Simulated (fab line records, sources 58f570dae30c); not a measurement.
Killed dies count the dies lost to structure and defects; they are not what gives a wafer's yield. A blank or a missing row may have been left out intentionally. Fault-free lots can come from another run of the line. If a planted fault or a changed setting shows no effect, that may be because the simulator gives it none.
fab line records	flow berkeleyCmos170
record: lots: 14	wafers: 42	lastDay: 12
route steps=331 shown START@4 ZERO@13 GATE@141 V2@307
lots untouched by any fault: they come from a run of this same line in which no faults occurred
startH: the number of hours between the record's first day and the start of the first shown wafer of the lot	waitH: time in hours since the lot's previous step	" identical to the entry in the row above	L1.1+2: several wafers, shown together as one row	- no value, or no start was given	* or withheld: withheld	< > ~ a bound
route shown NAME@n: NAME is a module with steps in the file, n the number in the route of the first one	usual: the fault-free wafers' mean and standard deviation	same: alike in all rows	chamber/n: place in a boat	sites: the reading at each site	_std_site: standard deviation across them	_edge_site: mean of outer sites minus mean of inner sites	radiusMm: for every site, how far away it sits from the centre of the wafer	mask NAME#n: copy n	behind: tool/chamber where the wafer was last shaped	hold: why the lot went on hold/how many hours it stayed there/how the hold came to an end	device: which transistor (n, p or np) failed to switch	end of line: at the end of the route, the tests of the same wafers	a step without rows: its recipe alone	killed: not the wafer's yield, but the dies lost to structure and defects at the first sort	map: the dies of a wafer, with x for killed, . for not killed, _ for no die there
set.NAME: the setting the step ran with; set.NAME@STEP: the setting that earlier step ran with	model.NAME: the simulator's own value behind a step, which no gauge read
one table for each step of the route and one row for each wafer, over a sample of lots
services: the hour from which a tool's chamber was out of use, counted from the record's first day as startH (under 0 if before that day), plus the number of hours and why
== steps ==
step: UCB170_START_THK_MEAS_03
recipe: reads: SiO2_of_START_OXIDATION_02
usual: START_OXIDE_THK: 20.0/0.34
lot.wafer	tool	chamber	startH	waitH	START_OXIDE_THK[nm]
L236.3	filmMetro-04	-	15.07	0.0	20.5
L236.4	"	-	"	"	20.0
L236.5	"	-	"	"	20.2
L237.2	filmMetro-01	-	19.19	0.0	20.1
L237.4	"	-	"	"	20.5
L237.6	"	-	"	"	20.3
L238.1	filmMetro-04	-	25.01	0.0	19.8
L238.5	"	-	"	"	20.0
L238.6	"	-	"	"	20.5
L239.3	filmMetro-01	-	28.38	0.0	20.0
L239.5	"	-	"	"	20.0
L239.6	"	-	"	"	20.2
L240.1	filmMetro-01	-	34.19	0.0	19.7
L240.5	"	-	"	"	20.0
L240.6	"	-	"	"	20.3
L241.1	filmMetro-02	-	39.20	0.0	20.0
L241.3	"	-	"	"	20.0
L241.6	"	-	"	"	19.9
L242.3	filmMetro-01	-	44.63	0.0	20.2
L242.4	"	-	"	"	19.9
L242.6	"	-	"	"	19.8
L243.1	filmMetro-02	-	50.48	0.0	20.2
L243.3	"	-	"	"	20.0
L243.4	"	-	"	"	20.1
L247.2	filmMetro-01	-	69.97	0.0	19.9
L247.4	"	-	"	"	20.1
L247.5	"	-	"	"	19.7
L248.1	filmMetro-01	-	75.29	0.0	20.2
L248.3	"	-	"	"	20.4
L248.6	"	-	"	"	20.3
L250.2	filmMetro-01	-	85.93	0.0	19.3
L250.3	"	-	"	"	19.4
L250.6	"	-	"	"	19.4
L253.3	filmMetro-04	-	99.79	0.0	19.8
L253.4	"	-	"	"	20.0
L253.5	"	-	"	"	19.7
L256.1	filmMetro-02	-	115.93	0.0	20.5
L256.2	"	-	"	"	20.5
L256.5	"	-	"	"	20.4
L257.3	filmMetro-02	-	121.07	0.0	19.8
L257.4	"	-	"	"	19.5
L257.6	"	-	"	"	20.1
step: UCB170_ZERO_STRIP_07
recipe: chemistry: O2	powerW: 400	pressureMtorr: 3500	platenTempC: withheld	o2FlowSccm: 400	overashFraction: 0.5
usual: drypumpMotorCurrentA: 5.7/0.3	oesProductAu: 0.728/0.0039	stripTimeToEndpointS: 21.50/0.065
lot.wafer	tool	chamber	startH	waitH	drypumpMotorCurrentA	oesProductAu	rfHoursCounterH	stripTimeToEndpointS
L236.3	plasmaAsher-03	1	20.00	0.0	5.5	0.733	-	21.44
L236.4	"	0	"	"	5.6	0.729	-	21.50
L236.5	"	0	"	"	5.6	0.721	-	21.48
L237.2	plasmaAsher-02	0	24.73	0.0	5.8	0.730	29	21.51
L237.4	"	1	"	"	5.3	0.723	-	21.58
L237.6	"	0	"	"	5.8	0.736	-	21.60
L238.1	plasmaAsher-02	1	29.21	0.0	5.3	0.725	30	21.59
L238.5	"	0	"	"	5.8	0.727	-	21.65
L238.6	"	1	"	"	5.4	0.733	-	21.61
L239.3	plasmaAsher-02	0	32.72	0.0	5.8	0.734	-	21.59
L239.5	"	1	"	"	5.3	0.721	-	21.51
L239.6	"	0	"	"	5.8	0.726	-	21.54
L240.1	plasmaAsher-03	0	37.84	0.0	5.6	0.729	23	21.58
L240.5	"	0	"	"	5.6	0.730	-	21.60
L240.6	"	1	"	"	5.6	0.727	-	21.54
L241.1	plasmaAsher-02	0	43.98	0.0	5.8	0.729	32	21.49
L241.3	"	1	"	"	5.3	0.725	-	21.48
L241.6	"	0	"	"	5.7	0.723	-	21.42
L242.3	plasmaAsher-02	1	51.51	0.0	5.4	0.728	-	21.47
L242.4	"	0	"	"	5.8	0.728	-	21.43
L242.6	"	1	"	"	5.4	0.727	-	21.49
L243.1	plasmaAsher-02	0	54.98	0.0	5.8	0.723	33	21.51
L243.3	"	1	"	"	5.3	0.733	-	21.51
L243.4	"	0	"	"	5.8	0.729	-	21.56
L247.2	plasmaAsher-03	0	75.58	0.0	5.6	0.732	28	21.41
L247.4	"	0	"	"	5.6	0.724	-	21.51
L247.5	"	1	"	"	5.5	0.723	-	21.57
L248.1	plasmaAsher-01	0	82.54	0.0	5.9	0.726	36	21.59
L248.3	"	1	"	"	6.5	0.723	-	21.55
L248.6	"	0	"	"	5.9	0.729	-	21.62
L250.2	plasmaAsher-02	1	92.45	0.0	5.3	0.733	38	21.41
L250.3	"	1	"	"	5.4	0.729	-	21.55
L250.6	"	1	"	"	5.4	0.729	-	21.52
L253.3	plasmaAsher-01	1	105.57	0.0	6.5	0.722	-	21.45
L253.4	"	0	"	"	5.9	0.727	-	21.49
L253.5	"	1	"	"	6.5	0.729	-	21.47
L256.1	plasmaAsher-03	1	123.31	0.0	5.6	0.730	33	21.58
L256.2	"	0	"	"	5.6	0.728	33	21.52
L256.5	"	0	"	"	5.6	0.721	-	21.57
L257.3	plasmaAsher-01	0	127.18	0.0	5.9	0.730	-	21.34
L257.4	"	1	"	"	6.5	0.729	-	21.36
L257.6	"	0	"	"	5.9	0.725	-	21.39
step: UCB170_GATE_ETCH_15
recipe: chemistry: HBr/Cl2	target: poly-Si	stopOn: SiO2	overEtchFrac: 0.3	icpW: 300	biasW: 150	timeS: 56.3	pressureMtorr: 15	HBr_flow_sccm: 150	Cl2_flow_sccm: 50	targetDepthA: 2782
usual: drypumpMotorCurrentA: 5.6/0.57	heBacksideLeakSccm: 2.8/0.36	oesProductAu: 0.830/0.017	throttleValvePct: 26.55/0.12
lot.wafer	tool	chamber	startH	waitH	drypumpMotorCurrentA	heBacksideLeakSccm	oesProductAu	rfHoursCounterH	throttleValvePct
L236.3	rieSi-02	1	129.34	-	5.9	3.3	0.816	127	26.44
L236.4	"	2	"	"	5.6	3.0	0.856	23	26.73
L236.5	"	0	"	"	5.7	2.5	0.835	-	26.44
L237.2	rieSi-01	1	130.75	-	5.0	2.3	0.814	49	26.45
L237.4	"	2	"	"	4.9	2.8	0.820	-	26.64
L237.6	"	0	"	"	5.0	3.0	0.830	-	26.40
L238.1	rieSi-02	0	137.38	-	5.7	2.5	0.844	49	26.43
L238.5	"	3	"	"	6.5	3.0	0.827	-	26.65
L238.6	"	2	"	"	5.6	3.0	0.842	-	26.75
L240.1	rieSi-01	2	144.92	-	4.9	2.8	0.819	1	26.63
L240.5	"	0	"	"	5.0	2.8	0.833	-	26.41
L240.6	"	2	"	"	4.9	3.8	0.822	-	26.64
L241.1	rieSi-02	2	145.17	-	5.5	3.0	0.866	23	26.73
L241.3	"	3	"	"	6.5	2.9	0.834	60	26.65
L241.6	"	0	"	"	5.7	2.5	0.845	-	26.45
L239.3	rieSi-01	0	145.29	-	5.0	2.7	0.816	25	26.40
L239.5	"	2	"	"	4.9	2.9	0.812	-	26.63
L239.6	"	0	"	"	5.0	2.9	0.817	-	26.42
L243.1	rieSi-02	2	154.46	-	5.6	3.1	0.853	23	26.72
L243.3	"	3	"	"	6.6	2.8	0.824	60	26.65
L243.4	"	2	"	"	5.6	3.1	0.862	-	26.74
L242.3	rieSi-01	3	154.58	-	6.3	3.5	0.823	83	26.66
L242.4	"	1	"	"	5.1	2.1	0.806	49	26.45
L242.6	"	2	"	"	4.9	2.7	0.818	-	26.65
L247.2	rieSi-01	3	176.15	-	6.3	3.5	0.833	83	26.67
L247.4	"	0	"	"	5.0	2.7	0.821	25	26.41
L247.5	"	1	"	"	5.0	2.3	0.813	-	26.44
L248.1	rieSi-01	0	183.04	-	5.0	2.7	0.991	25	26.40
L248.3	"	3	"	"	6.3	3.3	0.991	83	26.67
L248.6	"	0	"	"	5.0	2.8	0.997	-	26.41
L250.2	rieSi-01	0	199.93	-	5.0	2.8	0.995	25	26.41
L250.3	"	1	"	"	5.0	2.2	0.969	49	26.45
L250.6	"	3	"	"	6.3	3.6	0.996	-	26.68
L253.3	rieSi-02	3	212.15	-	6.5	2.8	0.838	60	26.66
L253.4	"	0	"	"	5.7	2.4	0.847	49	26.44
L253.5	"	0	"	"	5.7	2.5	0.854	-	26.45
L256.1	rieSi-02	2	227.24	-	5.6	3.1	0.864	24	26.74
L256.2	"	0	"	"	5.7	2.5	0.842	49	26.42
L256.5	"	2	"	"	5.6	3.1	0.855	-	26.72
L257.3	rieSi-02	0	234.23	-	5.7	2.5	0.838	49	26.45
L257.4	"	3	"	"	6.5	2.9	0.823	60	26.66
L257.6	"	0	"	"	5.7	2.5	0.838	-	26.43
step: UCB170_V2_STRIP_15
recipe: chemistry: O2	powerW: 400	pressureMtorr: 3500	platenTempC: withheld	o2FlowSccm: 400	overashFraction: 0.5
usual: drypumpMotorCurrentA: 5.8/0.44	oesProductAu: 0.722/0.0045	stripTimeToEndpointS: 15.31/0.081
lot.wafer	tool	chamber	startH	waitH	drypumpMotorCurrentA	oesProductAu	rfHoursCounterH	stripTimeToEndpointS
L237.2	plasmaAsher-01	0	168.09	0.1	5.9	0.730	5	15.33
L237.4	"	0	"	"	5.9	0.726	-	15.37
L237.6	"	1	"	"	6.5	0.728	-	15.34
L236.3	plasmaAsher-03	1	169.23	0.1	5.5	0.727	-	15.38
L236.4	"	0	"	"	5.6	0.710	-	15.32
L236.5	"	1	"	"	5.6	0.722	-	15.31
L238.1	plasmaAsher-03	1	174.14	0.1	5.5	0.723	39	15.44
L238.5	"	1	"	"	5.6	0.722	-	15.43
L238.6	"	0	"	"	5.5	0.717	-	15.33
L241.1	plasmaAsher-01	0	179.02	0.1	5.9	0.718	7	15.37
L241.3	"	0	"	"	5.9	0.724	-	15.37
L241.6	"	1	"	"	6.5	0.722	-	15.28
L240.1	plasmaAsher-01	1	184.09	0.1	6.5	0.720	7	15.29
L240.5	"	1	"	"	6.4	0.726	-	15.35
L240.6	"	0	"	"	5.9	0.717	-	15.36
L239.3	plasmaAsher-03	0	184.40	0.1	5.6	0.732	-	15.21
L239.5	"	0	"	"	5.6	0.723	-	15.24
L239.6	"	1	"	"	5.5	0.720	-	15.28
L242.3	plasmaAsher-03	0	194.62	0.1	5.6	0.720	-	15.30
L242.4	"	1	"	"	5.5	0.721	-	15.21
L242.6	"	0	"	"	5.6	0.724	-	15.27
L243.1	plasmaAsher-01	1	194.78	0.1	6.4	0.718	9	15.36
L243.3	"	0	"	"	5.9	0.714	-	15.31
L243.4	"	1	"	"	6.5	0.731	-	15.34
L247.2	plasmaAsher-04	0	209.70	0.1	5.9	0.714	52	15.45
L247.4	"	0	"	"	5.9	0.718	-	15.46
L247.5	"	0	"	"	5.9	0.717	-	15.47
L253.3	plasmaAsher-01	0	248.65	0.1	6.0	0.725	-	15.31
L253.4	"	1	"	"	6.4	0.730	-	15.30
L253.5	"	1	"	"	6.4	0.725	-	15.30
L256.1	plasmaAsher-01	0	263.51	0.1	5.9	0.718	17	15.26
L256.2	"	1	"	"	6.5	0.719	17	15.24
L256.5	"	1	"	"	6.5	0.718	-	15.32
L257.3	plasmaAsher-03	0	274.83	0.1	5.6	0.727	-	15.34
L257.4	"	1	"	"	5.5	0.720	-	15.42
L257.6	"	1	"	"	5.5	0.723	-	15.36
== services ==
tool	chamber	startH	hours	kind
rieSi-01	3	2.06	6.7	repair
plasmaAsher-01	-	2.28	2.8	pm
rieSi-02	1	2.92	4.4	repair
rieSi-02	-	5.51	0.1	repair
plasmaAsher-01	-	54.81	14.6	pm
rieSi-02	-	70.85	1.3	repair
plasmaAsher-02	-	90.14	0.8	repair
plasmaAsher-02	-	103.51	0.3	repair
plasmaAsher-01	-	108.75	9.0	pm
plasmaAsher-01	0	108.75	9.0	ventCycle
plasmaAsher-01	1	108.75	9.0	ventCycle
rieSi-01	3	111.28	43.1	repair
plasmaAsher-01	0	117.75	-	clean
plasmaAsher-01	1	117.75	-	clean
rieSi-02	1	145.90	-	clean
rieSi-02	1	145.90	27.0	scheduledDown
rieSi-02	1	145.90	27.0	ventCycle
plasmaAsher-04	-	176.20	0.8	repair
plasmaAsher-02	-	197.61	2.8	pm
plasmaAsher-03	-	213.39	2.5	repair
plasmaAsher-03	-	213.41	3.6	repair
plasmaAsher-03	-	214.37	3.7	repair
rieSi-01	2	221.22	9.1	repair
plasmaAsher-04	-	231.42	2.1	repair
== key ==
firstSign: step: UCB170_GATE_ETCH_15	reading: oesProductAu	direction: up	sigmas: 9.3	usual: 0.830	struck: 0.990
effect none on later readings
metAt UCB170_GATE_ETCH_15
struckLots L248,L250
laterRowsLeftOut L248.1,L248.3,L248.6,L250.2,L250.3,L250.6
sortLeftOut L248.1,L248.3,L248.6,L250.2,L250.3,L250.6
testerLeftOut L248,L250
notActingAt UCB170_START_THK_MEAS_03,UCB170_ZERO_STRIP_07,UCB170_V2_STRIP_15
onsetBetween 176.15 183.04
fault: kind: processParameterDrift	tool: rieSi-01	chamber: -	onsetH: 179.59	steps: UCB170_GATE_ETCH_15	channel: targetDepthA	offset: *	shape: step	endH: 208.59	stated: *
testerLeftOut: of these lots the tester's yield and bins aren't shown, on N5 and GAA mostly nor the transistor test; their killed dies are dies lost to structure and defects alone, not to doping, threshold or leakage, so they don't give the yield
sortLeftOut: the simulated sort isn't trusted on such a fault, so these wafers' sort isn't shown, and their yield isn't known
laterRowsLeftOut: the simulator's readings of these wafers behind a module that went badly wrong aren't trusted and aren't shown, but for the sort
